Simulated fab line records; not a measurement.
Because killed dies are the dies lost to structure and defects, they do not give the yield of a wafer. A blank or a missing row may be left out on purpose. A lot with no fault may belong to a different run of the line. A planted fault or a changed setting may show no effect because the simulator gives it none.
fab line records / flow rit_cmos
[record] lots = 14 wafers = 42 last_day = 7
route steps=202 shown PSD@150
lots that met no fault: from a run of the same line without faults
start_h: hours from the record's first day to the start of the lot's first wafer shown / wait_h: hours from the lot's prior step to this one / " identical to the entry in the row above / L1.1+2: a single row standing in for several wafers / - no value present, or no start provided / * or withheld: withheld / < > ~ a bound
route shown NAME@n: NAME is a module with steps in the file, n the number in the route of the first one / usual: mean/standard deviation taken from wafers without a fault / same: alike in all rows / chamber/n: place in a boat / sites: per-site readings / _std_site: the values' standard deviation / _edge_site: mean of outer sites minus mean of inner sites / radius_mm: for every site, how far away it sits from the centre of the wafer / mask NAME#n: copy n / behind: the tool/chamber that last shaped the wafer / hold: what put the lot on hold/how long, in hours/how the hold closed / device: transistor that didn't switch, given as n, p or np / end of line: tests run on the same wafers once the route is complete / for a step that has no rows: nothing shown but its recipe / killed: not the wafer's yield, but the dies lost to structure and defects at the first sort / map: shows each die of a wafer: x if killed, . if not, _ if none is there
set.NAME: the setting that was run; set.NAME@STEP: the one run at that earlier step / model.NAME: the simulator's own value behind a step, which no gauge read
route steps across a sampled set of lots; one table per step, one row per wafer
services: from which hour (start_h, from the record's first day; less than 0 if before it) a tool's chamber was out of use, for how many hours, and why
[[steps]]
[step RIT_PSD_IMPLANT_08]
[recipe] species = BF2 energy_kev = 27 dose_cm2 = 5e+15 tilt_deg = 7
[usual] beam_energy_keV = 26.999/0.008 beam_on_s = 12.8/0.8 dose_ions_cm2 = 5e+15/6e+12 end_station_pressure_torr = 1.44e-05/9.6e-07 faraday_current_uA = 12063/680
lot.wafer=L358.2 tool=implanter-04 chamber=0 start_h=54.83 wait_h=0.1 beam_energy_keV=26.985 beam_on_s=14.6 dose_ions_cm2=4.992e+15 end_station_pressure_torr=1.22e-05 faraday_current_uA=10529
lot.wafer=L358.5 tool=implanter-04 chamber=0 start_h=54.83 wait_h=0.1 beam_energy_keV=27.001 beam_on_s=14.5 dose_ions_cm2=4.995e+15 end_station_pressure_torr=1.3e-05 faraday_current_uA=10672
lot.wafer=L358.6 tool=implanter-04 chamber=0 start_h=54.83 wait_h=0.1 beam_energy_keV=26.994 beam_on_s=13.7 dose_ions_cm2=4.991e+15 end_station_pressure_torr=1.27e-05 faraday_current_uA=11220
lot.wafer=L361.2 tool=implanter-02 chamber=0 start_h=67.31 wait_h=0.1 beam_energy_keV=27.006 beam_on_s=12.3 dose_ions_cm2=5.004e+15 end_station_pressure_torr=1.54e-05 faraday_current_uA=12426
lot.wafer=L361.4 tool=implanter-02 chamber=0 start_h=67.31 wait_h=0.1 beam_energy_keV=27.001 beam_on_s=12.4 dose_ions_cm2=5.007e+15 end_station_pressure_torr=1.5e-05 faraday_current_uA=12285
lot.wafer=L361.6 tool=implanter-02 chamber=0 start_h=67.31 wait_h=0.1 beam_energy_keV=27.003 beam_on_s=12.3 dose_ions_cm2=5e+15 end_station_pressure_torr=1.53e-05 faraday_current_uA=12443
lot.wafer=L362.1 tool=implanter-01 chamber=0 start_h=74.72 wait_h=0.1 beam_energy_keV=26.993 beam_on_s=12.2 dose_ions_cm2=5.001e+15 end_station_pressure_torr=1.49e-05 faraday_current_uA=12520
lot.wafer=L362.4 tool=implanter-01 chamber=0 start_h=74.72 wait_h=0.1 beam_energy_keV=27.000 beam_on_s=12.0 dose_ions_cm2=4.999e+15 end_station_pressure_torr=1.58e-05 faraday_current_uA=12799
lot.wafer=L362.6 tool=implanter-01 chamber=0 start_h=74.72 wait_h=0.1 beam_energy_keV=26.996 beam_on_s=12.0 dose_ions_cm2=5.004e+15 end_station_pressure_torr=1.46e-05 faraday_current_uA=12710
lot.wafer=L364.3 tool=implanter-04 chamber=0 start_h=83.62 wait_h=0.1 beam_energy_keV=26.994 beam_on_s=14.8 dose_ions_cm2=5.005e+15 end_station_pressure_torr=1.31e-05 faraday_current_uA=10451
lot.wafer=L364.4 tool=implanter-04 chamber=0 start_h=83.62 wait_h=0.1 beam_energy_keV=27.010 beam_on_s=14.1 dose_ions_cm2=5.009e+15 end_station_pressure_torr=1.37e-05 faraday_current_uA=10947
lot.wafer=L364.6 tool=implanter-04 chamber=0 start_h=83.62 wait_h=0.1 beam_energy_keV=27.000 beam_on_s=13.5 dose_ions_cm2=5.004e+15 end_station_pressure_torr=1.39e-05 faraday_current_uA=11381
lot.wafer=L366.1 tool=implanter-02 chamber=0 start_h=95.03 wait_h=0.1 beam_energy_keV=27.001 beam_on_s=9.8 dose_ions_cm2=2.705e+15 end_station_pressure_torr=1.16e-05 faraday_current_uA=8520
lot.wafer=L366.3 tool=implanter-02 chamber=0 start_h=95.03 wait_h=0.1 beam_energy_keV=27.002 beam_on_s=9.9 dose_ions_cm2=2.704e+15 end_station_pressure_torr=1.23e-05 faraday_current_uA=8433
lot.wafer=L366.6 tool=implanter-02 chamber=0 start_h=95.03 wait_h=0.1 beam_energy_keV=27.001 beam_on_s=10.2 dose_ions_cm2=2.7e+15 end_station_pressure_torr=1.13e-05 faraday_current_uA=8226
lot.wafer=L367.1 tool=implanter-04 chamber=0 start_h=101.65 wait_h=0.1 beam_energy_keV=27.008 beam_on_s=13.8 dose_ions_cm2=5.004e+15 end_station_pressure_torr=1.39e-05 faraday_current_uA=11120
lot.wafer=L367.2 tool=implanter-04 chamber=0 start_h=101.65 wait_h=0.1 beam_energy_keV=27.008 beam_on_s=14.0 dose_ions_cm2=5.004e+15 end_station_pressure_torr=1.3e-05 faraday_current_uA=10964
lot.wafer=L367.3 tool=implanter-04 chamber=0 start_h=101.65 wait_h=0.1 beam_energy_keV=27.012 beam_on_s=14.0 dose_ions_cm2=4.995e+15 end_station_pressure_torr=1.34e-05 faraday_current_uA=11003
lot.wafer=L369.2 tool=implanter-02 chamber=0 start_h=108.54 wait_h=0.1 beam_energy_keV=26.987 beam_on_s=10.1 dose_ions_cm2=2.692e+15 end_station_pressure_torr=1.17e-05 faraday_current_uA=8171
lot.wafer=L369.3 tool=implanter-02 chamber=0 start_h=108.54 wait_h=0.1 beam_energy_keV=26.991 beam_on_s=10.2 dose_ions_cm2=2.687e+15 end_station_pressure_torr=1.18e-05 faraday_current_uA=8165
lot.wafer=L369.6 tool=implanter-02 chamber=0 start_h=108.54 wait_h=0.1 beam_energy_keV=27.007 beam_on_s=10.1 dose_ions_cm2=2.689e+15 end_station_pressure_torr=1.16e-05 faraday_current_uA=8258
lot.wafer=L373.1 tool=implanter-01 chamber=0 start_h=128.28 wait_h=0.1 beam_energy_keV=27.005 beam_on_s=12.0 dose_ions_cm2=5.001e+15 end_station_pressure_torr=1.6e-05 faraday_current_uA=12795
lot.wafer=L373.2 tool=implanter-01 chamber=0 start_h=128.28 wait_h=0.1 beam_energy_keV=27.003 beam_on_s=12.4 dose_ions_cm2=4.999e+15 end_station_pressure_torr=1.61e-05 faraday_current_uA=12393
lot.wafer=L373.6 tool=implanter-01 chamber=0 start_h=128.28 wait_h=0.1 beam_energy_keV=26.989 beam_on_s=11.9 dose_ions_cm2=5e+15 end_station_pressure_torr=1.5e-05 faraday_current_uA=12907
lot.wafer=L375.2 tool=implanter-04 chamber=0 start_h=136.33 wait_h=0.1 beam_energy_keV=26.985 beam_on_s=14.2 dose_ions_cm2=4.99e+15 end_station_pressure_torr=1.22e-05 faraday_current_uA=10858
lot.wafer=L375.3 tool=implanter-04 chamber=0 start_h=136.33 wait_h=0.1 beam_energy_keV=26.997 beam_on_s=14.9 dose_ions_cm2=4.989e+15 end_station_pressure_torr=1.22e-05 faraday_current_uA=10336
lot.wafer=L375.4 tool=implanter-04 chamber=0 start_h=136.33 wait_h=0.1 beam_energy_keV=27.011 beam_on_s=14.1 dose_ions_cm2=4.997e+15 end_station_pressure_torr=1.22e-05 faraday_current_uA=10993
lot.wafer=L376.1 tool=implanter-01 chamber=0 start_h=143.09 wait_h=0.1 beam_energy_keV=27.001 beam_on_s=12.1 dose_ions_cm2=4.991e+15 end_station_pressure_torr=1.47e-05 faraday_current_uA=12682
lot.wafer=L376.4 tool=implanter-01 chamber=0 start_h=143.09 wait_h=0.1 beam_energy_keV=27.002 beam_on_s=12.4 dose_ions_cm2=5.002e+15 end_station_pressure_torr=1.51e-05 faraday_current_uA=12357
lot.wafer=L376.6 tool=implanter-01 chamber=0 start_h=143.09 wait_h=0.1 beam_energy_keV=26.986 beam_on_s=12.4 dose_ions_cm2=5e+15 end_station_pressure_torr=1.4e-05 faraday_current_uA=12350
lot.wafer=L377.2 tool=implanter-01 chamber=0 start_h=145.40 wait_h=0.1 beam_energy_keV=27.006 beam_on_s=12.0 dose_ions_cm2=5.001e+15 end_station_pressure_torr=1.33e-05 faraday_current_uA=12763
lot.wafer=L377.4 tool=implanter-01 chamber=0 start_h=145.40 wait_h=0.1 beam_energy_keV=26.997 beam_on_s=12.2 dose_ions_cm2=5e+15 end_station_pressure_torr=1.49e-05 faraday_current_uA=12655
lot.wafer=L377.6 tool=implanter-01 chamber=0 start_h=145.40 wait_h=0.1 beam_energy_keV=26.988 beam_on_s=12.1 dose_ions_cm2=4.994e+15 end_station_pressure_torr=1.5e-05 faraday_current_uA=12603
lot.wafer=L378.1 tool=implanter-01 chamber=0 start_h=150.38 wait_h=0.1 beam_energy_keV=26.995 beam_on_s=12.0 dose_ions_cm2=5.01e+15 end_station_pressure_torr=1.58e-05 faraday_current_uA=12715
lot.wafer=L378.2 tool=implanter-01 chamber=0 start_h=150.38 wait_h=0.1 beam_energy_keV=26.992 beam_on_s=12.1 dose_ions_cm2=5.008e+15 end_station_pressure_torr=1.48e-05 faraday_current_uA=12661
lot.wafer=L378.5 tool=implanter-01 chamber=0 start_h=150.38 wait_h=0.1 beam_energy_keV=26.997 beam_on_s=11.8 dose_ions_cm2=4.998e+15 end_station_pressure_torr=1.35e-05 faraday_current_uA=12996
lot.wafer=L380.2 tool=implanter-02 chamber=0 start_h=163.41 wait_h=0.1 beam_energy_keV=26.992 beam_on_s=12.6 dose_ions_cm2=5.007e+15 end_station_pressure_torr=1.41e-05 faraday_current_uA=12209
lot.wafer=L380.4 tool=implanter-02 chamber=0 start_h=163.41 wait_h=0.1 beam_energy_keV=26.990 beam_on_s=12.2 dose_ions_cm2=5.008e+15 end_station_pressure_torr=1.32e-05 faraday_current_uA=12587
lot.wafer=L380.6 tool=implanter-02 chamber=0 start_h=163.41 wait_h=0.1 beam_energy_keV=26.992 beam_on_s=12.7 dose_ions_cm2=5.004e+15 end_station_pressure_torr=1.53e-05 faraday_current_uA=12117
lot.wafer=L381.1 tool=implanter-01 chamber=0 start_h=164.89 wait_h=0.1 beam_energy_keV=27.008 beam_on_s=12.3 dose_ions_cm2=4.992e+15 end_station_pressure_torr=1.48e-05 faraday_current_uA=12491
lot.wafer=L381.4 tool=implanter-01 chamber=0 start_h=164.89 wait_h=0.1 beam_energy_keV=27.005 beam_on_s=12.0 dose_ions_cm2=4.996e+15 end_station_pressure_torr=1.36e-05 faraday_current_uA=12602
lot.wafer=L381.5 tool=implanter-01 chamber=0 start_h=164.89 wait_h=0.1 beam_energy_keV=27.014 beam_on_s=12.4 dose_ions_cm2=5e+15 end_station_pressure_torr=1.37e-05 faraday_current_uA=12346
[step RIT_PSD_TW_MEAS_10]
[usual] PSD_TW = 3443/33
lot.wafer=L358.2 tool=film_metro-04 chamber=- start_h=55.14 wait_h=0.1 PSD_TW=3490
lot.wafer=L358.5 tool=film_metro-04 chamber=- start_h=55.14 wait_h=0.1 PSD_TW=3484
lot.wafer=L358.6 tool=film_metro-04 chamber=- start_h=55.14 wait_h=0.1 PSD_TW=3495
lot.wafer=L361.2 tool=film_metro-02 chamber=- start_h=67.62 wait_h=0.1 PSD_TW=3373
lot.wafer=L361.4 tool=film_metro-02 chamber=- start_h=67.62 wait_h=0.1 PSD_TW=3381
lot.wafer=L361.6 tool=film_metro-02 chamber=- start_h=67.62 wait_h=0.1 PSD_TW=3403
lot.wafer=L362.1 tool=film_metro-04 chamber=- start_h=75.05 wait_h=0.1 PSD_TW=3464
lot.wafer=L362.4 tool=film_metro-04 chamber=- start_h=75.05 wait_h=0.1 PSD_TW=3465
lot.wafer=L362.6 tool=film_metro-04 chamber=- start_h=75.05 wait_h=0.1 PSD_TW=3463
lot.wafer=L364.3 tool=film_metro-04 chamber=- start_h=83.92 wait_h=0.1 PSD_TW=3479
lot.wafer=L364.4 tool=film_metro-04 chamber=- start_h=83.92 wait_h=0.1 PSD_TW=3463
lot.wafer=L364.6 tool=film_metro-04 chamber=- start_h=83.92 wait_h=0.1 PSD_TW=3487
lot.wafer=L366.1 tool=film_metro-02 chamber=- start_h=95.36 wait_h=0.1 PSD_TW=3146
lot.wafer=L366.3 tool=film_metro-02 chamber=- start_h=95.36 wait_h=0.1 PSD_TW=3141
lot.wafer=L366.6 tool=film_metro-02 chamber=- start_h=95.36 wait_h=0.1 PSD_TW=3137
lot.wafer=L367.1 tool=film_metro-04 chamber=- start_h=101.97 wait_h=0.1 PSD_TW=3464
lot.wafer=L367.2 tool=film_metro-04 chamber=- start_h=101.97 wait_h=0.1 PSD_TW=3486
lot.wafer=L367.3 tool=film_metro-04 chamber=- start_h=101.97 wait_h=0.1 PSD_TW=3465
lot.wafer=L369.2 tool=film_metro-03 chamber=- start_h=108.85 wait_h=0.1 PSD_TW=3182
lot.wafer=L369.3 tool=film_metro-03 chamber=- start_h=108.85 wait_h=0.1 PSD_TW=3168
lot.wafer=L369.6 tool=film_metro-03 chamber=- start_h=108.85 wait_h=0.1 PSD_TW=3177
lot.wafer=L373.1 tool=film_metro-03 chamber=- start_h=128.61 wait_h=0.1 PSD_TW=3456
lot.wafer=L373.2 tool=film_metro-03 chamber=- start_h=128.61 wait_h=0.1 PSD_TW=3456
lot.wafer=L373.6 tool=film_metro-03 chamber=- start_h=128.61 wait_h=0.1 PSD_TW=3450
lot.wafer=L375.2 tool=film_metro-03 chamber=- start_h=136.64 wait_h=0.1 PSD_TW=3430
lot.wafer=L375.3 tool=film_metro-03 chamber=- start_h=136.64 wait_h=0.1 PSD_TW=3420
lot.wafer=L375.4 tool=film_metro-03 chamber=- start_h=136.64 wait_h=0.1 PSD_TW=3429
lot.wafer=L376.1 tool=film_metro-04 chamber=- start_h=143.41 wait_h=0.1 PSD_TW=3466
lot.wafer=L376.4 tool=film_metro-04 chamber=- start_h=143.41 wait_h=0.1 PSD_TW=3476
lot.wafer=L376.6 tool=film_metro-04 chamber=- start_h=143.41 wait_h=0.1 PSD_TW=3463
lot.wafer=L377.2 tool=film_metro-03 chamber=- start_h=145.71 wait_h=0.1 PSD_TW=3467
lot.wafer=L377.4 tool=film_metro-03 chamber=- start_h=145.71 wait_h=0.1 PSD_TW=3450
lot.wafer=L377.6 tool=film_metro-03 chamber=- start_h=145.71 wait_h=0.1 PSD_TW=3476
lot.wafer=L378.1 tool=film_metro-03 chamber=- start_h=150.71 wait_h=0.1 PSD_TW=3456
lot.wafer=L378.2 tool=film_metro-03 chamber=- start_h=150.71 wait_h=0.1 PSD_TW=3470
lot.wafer=L378.5 tool=film_metro-03 chamber=- start_h=150.71 wait_h=0.1 PSD_TW=3474
lot.wafer=L380.2 tool=film_metro-02 chamber=- start_h=163.72 wait_h=0.1 PSD_TW=3444
lot.wafer=L380.4 tool=film_metro-02 chamber=- start_h=163.72 wait_h=0.1 PSD_TW=3454
lot.wafer=L380.6 tool=film_metro-02 chamber=- start_h=163.72 wait_h=0.1 PSD_TW=3461
lot.wafer=L381.1 tool=film_metro-03 chamber=- start_h=165.22 wait_h=0.1 PSD_TW=3458
lot.wafer=L381.4 tool=film_metro-03 chamber=- start_h=165.22 wait_h=0.1 PSD_TW=3465
lot.wafer=L381.5 tool=film_metro-03 chamber=- start_h=165.22 wait_h=0.1 PSD_TW=3449
[step RIT_SDANNEAL_RS_MEAS_04]
[recipe] thk_meas_gauge = four-point-probe
[usual] PSD_RS = 115.93/0.26
lot.wafer=L358.2 tool=film_metro-03 chamber=- start_h=55.64 wait_h=0.1 PSD_RS[ohm/sq]=116.07
lot.wafer=L358.5 tool=film_metro-03 chamber=- start_h=55.64 wait_h=0.1 PSD_RS[ohm/sq]=116.24
lot.wafer=L358.6 tool=film_metro-03 chamber=- start_h=55.64 wait_h=0.1 PSD_RS[ohm/sq]=115.92
lot.wafer=L361.2 tool=film_metro-04 chamber=- start_h=68.48 wait_h=0.1 PSD_RS[ohm/sq]=116.16
lot.wafer=L361.4 tool=film_metro-04 chamber=- start_h=68.48 wait_h=0.1 PSD_RS[ohm/sq]=116.22
lot.wafer=L361.6 tool=film_metro-04 chamber=- start_h=68.48 wait_h=0.1 PSD_RS[ohm/sq]=116.23
lot.wafer=L362.1 tool=film_metro-02 chamber=- start_h=75.53 wait_h=0.0 PSD_RS[ohm/sq]=116.14
lot.wafer=L362.4 tool=film_metro-02 chamber=- start_h=75.53 wait_h=0.0 PSD_RS[ohm/sq]=115.94
lot.wafer=L362.6 tool=film_metro-02 chamber=- start_h=75.53 wait_h=0.0 PSD_RS[ohm/sq]=115.99
lot.wafer=L364.3 tool=film_metro-03 chamber=- start_h=84.46 wait_h=0.1 PSD_RS[ohm/sq]=116.08
lot.wafer=L364.4 tool=film_metro-03 chamber=- start_h=84.46 wait_h=0.1 PSD_RS[ohm/sq]=116.05
lot.wafer=L364.6 tool=film_metro-03 chamber=- start_h=84.46 wait_h=0.1 PSD_RS[ohm/sq]=116.20
lot.wafer=L366.1 tool=film_metro-04 chamber=- start_h=95.84 wait_h=0.0 PSD_RS[ohm/sq]=124.57
lot.wafer=L366.3 tool=film_metro-04 chamber=- start_h=95.84 wait_h=0.0 PSD_RS[ohm/sq]=124.38
lot.wafer=L366.6 tool=film_metro-04 chamber=- start_h=95.84 wait_h=0.0 PSD_RS[ohm/sq]=124.26
lot.wafer=L367.1 tool=film_metro-04 chamber=- start_h=102.46 wait_h=0.0 PSD_RS[ohm/sq]=116.28
lot.wafer=L367.2 tool=film_metro-04 chamber=- start_h=102.46 wait_h=0.0 PSD_RS[ohm/sq]=115.64
lot.wafer=L367.3 tool=film_metro-04 chamber=- start_h=102.46 wait_h=0.0 PSD_RS[ohm/sq]=116.17
lot.wafer=L369.2 tool=film_metro-03 chamber=- start_h=109.34 wait_h=0.1 PSD_RS[ohm/sq]=124.03
lot.wafer=L369.3 tool=film_metro-03 chamber=- start_h=109.34 wait_h=0.1 PSD_RS[ohm/sq]=124.09
lot.wafer=L369.6 tool=film_metro-03 chamber=- start_h=109.34 wait_h=0.1 PSD_RS[ohm/sq]=124.39
lot.wafer=L373.1 tool=film_metro-04 chamber=- start_h=129.11 wait_h=0.0 PSD_RS[ohm/sq]=115.71
lot.wafer=L373.2 tool=film_metro-04 chamber=- start_h=129.11 wait_h=0.0 PSD_RS[ohm/sq]=115.80
lot.wafer=L373.6 tool=film_metro-04 chamber=- start_h=129.11 wait_h=0.0 PSD_RS[ohm/sq]=115.52
lot.wafer=L375.2 tool=film_metro-02 chamber=- start_h=137.17 wait_h=0.1 PSD_RS[ohm/sq]=116.26
lot.wafer=L375.3 tool=film_metro-02 chamber=- start_h=137.17 wait_h=0.1 PSD_RS[ohm/sq]=115.96
lot.wafer=L375.4 tool=film_metro-02 chamber=- start_h=137.17 wait_h=0.1 PSD_RS[ohm/sq]=115.87
lot.wafer=L376.1 tool=film_metro-04 chamber=- start_h=143.93 wait_h=0.0 PSD_RS[ohm/sq]=115.61
lot.wafer=L376.4 tool=film_metro-04 chamber=- start_h=143.93 wait_h=0.0 PSD_RS[ohm/sq]=115.84
lot.wafer=L376.6 tool=film_metro-04 chamber=- start_h=143.93 wait_h=0.0 PSD_RS[ohm/sq]=115.57
lot.wafer=L377.2 tool=film_metro-04 chamber=- start_h=146.38 wait_h=0.1 PSD_RS[ohm/sq]=115.54
lot.wafer=L377.4 tool=film_metro-04 chamber=- start_h=146.38 wait_h=0.1 PSD_RS[ohm/sq]=115.98
lot.wafer=L377.6 tool=film_metro-04 chamber=- start_h=146.38 wait_h=0.1 PSD_RS[ohm/sq]=115.56
lot.wafer=L378.1 tool=film_metro-02 chamber=- start_h=151.19 wait_h=0.0 PSD_RS[ohm/sq]=115.92
lot.wafer=L378.2 tool=film_metro-02 chamber=- start_h=151.19 wait_h=0.0 PSD_RS[ohm/sq]=115.92
lot.wafer=L378.5 tool=film_metro-02 chamber=- start_h=151.19 wait_h=0.0 PSD_RS[ohm/sq]=115.22
lot.wafer=L380.2 tool=film_metro-03 chamber=- start_h=164.21 wait_h=0.1 PSD_RS[ohm/sq]=116.38
lot.wafer=L380.4 tool=film_metro-03 chamber=- start_h=164.21 wait_h=0.1 PSD_RS[ohm/sq]=116.55
lot.wafer=L380.6 tool=film_metro-03 chamber=- start_h=164.21 wait_h=0.1 PSD_RS[ohm/sq]=116.28
lot.wafer=L381.1 tool=film_metro-03 chamber=- start_h=165.72 wait_h=0.0 PSD_RS[ohm/sq]=115.89
lot.wafer=L381.4 tool=film_metro-03 chamber=- start_h=165.72 wait_h=0.0 PSD_RS[ohm/sq]=115.56
lot.wafer=L381.5 tool=film_metro-03 chamber=- start_h=165.72 wait_h=0.0 PSD_RS[ohm/sq]=115.83
[[services]]
tool=implanter-01 chamber=- start_h=105.08 hours=2.3 kind=pm
[[key]]
[first_sign] step = RIT_PSD_IMPLANT_08 reading = dose_ions_cm2 direction = down sigmas = 99+ usual = 5e+15 struck = 2.696e+15
[effect] step = RIT_PSD_IMPLANT_08 reading = faraday_current_uA direction = down sigmas = 5.5 usual = 12063 struck = 8295
[effect] step = RIT_PSD_TW_MEAS_10 reading = PSD_TW direction = down sigmas = 8.7 usual = 3443 struck = 3159
[effect] step = RIT_SDANNEAL_RS_MEAS_04 reading = PSD_RS direction = up sigmas = 32 usual = 115.93 struck = 124.29
met_at RIT_PSD_IMPLANT_08
struck_lots L366,L369
tester_left_out L366,L369
onset_between 67.31 95.03
[fault] kind = process_parameter_drift tool = implanter-02 chamber = - onset_h = 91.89 steps = RIT_PSD_IMPLANT_08 channel = dose_cm2 offset = -2.3034e+15 shape = step end_h = 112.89 acts_in = these_recipes_only stated = 5e+15
// tester_left_out: of these lots the tester's yield and bins aren't shown, on N5 and GAA mostly nor the transistor test; their killed dies are dies lost to structure and defects alone, not to doping, threshold or leakage, so they don't give the yield
